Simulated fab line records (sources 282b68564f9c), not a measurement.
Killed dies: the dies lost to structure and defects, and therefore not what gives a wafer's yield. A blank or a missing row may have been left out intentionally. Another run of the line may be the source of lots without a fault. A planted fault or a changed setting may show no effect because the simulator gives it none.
A struck lot beside a sound one	flow rit_cmos	15 out of 202 route steps
Sound: the wafers L895.3, L895.5, L895.6. Struck: wafers L906.2, L906.5, L906.6. The cause is named last.
Each step with rows lists, per side, the tool, then ch with its chambers, then its first start. Under that, the readings that differ: sound wafers	struck wafers	difference of the means	sigmas: that difference in standard deviations of wafers without a fault.
alike: words and numbers the same on both sides, and readings whose means are apart by under 2 such deviations; not compared: readings that were withheld, readings missing a value for some wafer, numbers with overlapping values and no deviation given by the record, and bounds like >300 which may hide the same value.
Wherever a step has rows on one side only, a row that says differs or no value, or a row with sigmas, the two part there. When numbers do not overlap yet have no deviation, they are printed without sigmas and do not part them. Lack of a reading on every wafer of one side parts them only where that side has two or more wafers.

first, 5 steps without rows for these wafers: RIT_NLDD_COAT_01 (resist thk 1000 nm); RIT_NLDD_SOFTBAKE_02 (time 60 s); RIT_NLDD_EXPOSE_03 (exposes mask M7, target cd 40700 nm); RIT_NLDD_PEB_04; RIT_NLDD_DEVELOP_05 (develop time 50 s).
RIT_NLDD_OVL_MEAS_06:
  sound on overlay-01, day 4 01:07; struck on overlay-01, day 6 11:16
  alike: NLDD_OVL
then, 2 steps without rows for these wafers: RIT_NLDD_HARDBAKE_07 (time 60 s); RIT_NLDD_IMPLANT_08.
RIT_NLDD_STRIP_09: strips in O2, time 180 s.
  sound on plasma_asher-02 ch 0,1, day 4 01:30; struck on plasma_asher-04 ch 0,1, day 6 11:36
  alike: drypump_motor_current_A
  not compared: rf_hours_counter_h
RIT_NLDD_TW_MEAS_10:
  sound on film_metro-04, day 4 01:38; struck on film_metro-03, day 6 11:47
reading	sound	struck	difference	sigmas
NLDD_TW	2503 2506 2513	2442 2434 2461	-62	-3
then, 2 steps without rows for these wafers: RIT_PLDD_HMDS_00 (prime time 60 s); RIT_PLDD_COAT_01 (resist thk 1000 nm).
RIT_PLDD_SOFTBAKE_02: time 60 s.
  sound on litho_track-02 ch 0, day 4 02:02; struck on litho_track-03 ch 0, day 6 12:20
reading	sound	struck	difference	sigmas
run_length_s (s)	88.98 89.13 89.07	97.18 97.31 97.46	+8.26	+59
then, 1 step without rows for these wafers: RIT_PLDD_EXPOSE_03 (exposes mask M8, target cd 40900 nm).
RIT_M1_PROBE_99:
  sound on prober-01, day 4 16:35; struck on prober-01, day 7 03:53
  alike: killed_at_contacts, killed_at_front_end, killed_dies, killed_on_rim, killed_open, killed_short

## WHERE THEY PART
Last at RIT_PLDD_SOFTBAKE_02 as far as this record goes, first at RIT_NLDD_TW_MEAS_10. Later steps at which nothing parts them and some readings are alike: RIT_M1_PROBE_99.

WHY: whatever the simulator had introduced
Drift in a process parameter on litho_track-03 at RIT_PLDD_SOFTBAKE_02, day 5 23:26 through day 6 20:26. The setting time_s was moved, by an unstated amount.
